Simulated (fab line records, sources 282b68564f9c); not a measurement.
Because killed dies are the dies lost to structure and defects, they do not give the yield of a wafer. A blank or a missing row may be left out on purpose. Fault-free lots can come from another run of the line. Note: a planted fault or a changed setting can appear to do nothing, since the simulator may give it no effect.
Which of the tools did it? | flow rit-cmos | Sampling: 13 lots, 39 wafers, 2 of 202 route steps

## WHAT THE GAUGES READ, wafer by wafer
RIT_M1_CD_MEAS_09: the cd target is 2600 nm.
lot  | measured    | on        | cd-nm (nm)
L215 | day 3 10:02 | cd-sem-02 | 2602.4 2599.6 2598.1
L219 | day 4 07:14 | cd-sem-01 | 2601.1 2600.1 2599.0
L220 | day 4 14:02 | cd-sem-02 | 2602.8 2603.7 2603.2
L222 | day 4 20:46 | cd-sem-01 | 2249.4 2251.5 2251.8 2249.6 2251.2 2251.7
L223 | day 5 05:00 | cd-sem-01 | 2600.1 2599.7 2597.8
L225 | day 5 15:17 | cd-sem-01 | 2604.2 2602.0 2602.7
L230 | day 6 11:02 | cd-sem-01 | 2601.0 2600.2 2600.9
L231 | day 6 18:57 | cd-sem-01 | 2600.0 2602.6 2600.2
L232 | day 6 23:43 | cd-sem-01 | 2599.7 2599.8 2602.9
L233 | day 7 02:23 | cd-sem-01 | 2597.8 2600.0 2599.5
L234 | day 7 09:10 | cd-sem-01 | 2597.8 2599.1 2597.9
L237 | day 7 22:43 | cd-sem-02 | 2599.9 2598.5 2599.0
L238 | day 8 05:01 | cd-sem-01 | 2598.1 2595.9 2596.4

## WHICH TOOL RAN EACH LOT (tool, then ch and the chambers of the sampled wafers, then the start)
lot  | RIT_M1_EXPOSE_06
L215 | iline-stepper-02 ch 0, day 3 09:36
L219 | iline-stepper-01 ch 0, day 4 06:49
L220 | iline-stepper-01 ch 0, day 4 13:36
L222 | iline-stepper-01 ch 0, day 4 20:20
L223 | iline-stepper-01 ch 0, day 5 04:34
L225 | iline-stepper-02 ch 0, day 5 14:52
L230 | iline-stepper-02 ch 0, day 6 10:36
L231 | iline-stepper-02 ch 0, day 6 18:31
L232 | iline-stepper-01 ch 0, day 6 23:17
L233 | iline-stepper-01 ch 0, day 7 01:57
L234 | iline-stepper-01 ch 0, day 7 08:43
L237 | iline-stepper-01 ch 0, day 7 22:14
L238 | iline-stepper-01 ch 0, day 8 04:34
- RIT_M1_EXPOSE_06: exposes mask M12, target cd 2600 nm.

## AS READ BY THE TOOLS THEMSELVES (means over the sampled wafers that have a number; for cases with no such wafer, the mark the record gives instead)
The record holds no such reading with a usual standard deviation.

## THE ANSWER, worked out from the rows above alone
Rule: what is usual is taken from the lots themselves. Put in order of their means at a reading, lots are off if they are a third of the lots or fewer, leave a main group of 4 or more, and stand apart from it by a gap of 3 or more times the standard deviation of the main group's means; of several such gaps the widest counts. The tables above print the reading to a certain number of digits; a main group whose means all agree to those digits is not used. A lot without any number at a reading at which 4 lots or more have one is off too. The other lots that the step has rows for count as sound. After the gauges, taken in route order, come the tools' own readings; for these a lot's mean is taken, as printed above. At the first step where some lot is off, the reading lying furthest off is the one used; lots without a number count as furthest.
Off: L222, at RIT_M1_CD_MEAS_09 (cd-nm). The main group has a mean of 2600.1 nm with a standard deviation of 1.7.
A tool fits if, at a process step before that reading, it ran every lot that is off, and no sound lot after the first of them. The gauges at RIT_M1_CD_MEAS_09 are tried like those tools. No candidate that was tried fits.

## WHAT THE SIMULATOR PUT IN
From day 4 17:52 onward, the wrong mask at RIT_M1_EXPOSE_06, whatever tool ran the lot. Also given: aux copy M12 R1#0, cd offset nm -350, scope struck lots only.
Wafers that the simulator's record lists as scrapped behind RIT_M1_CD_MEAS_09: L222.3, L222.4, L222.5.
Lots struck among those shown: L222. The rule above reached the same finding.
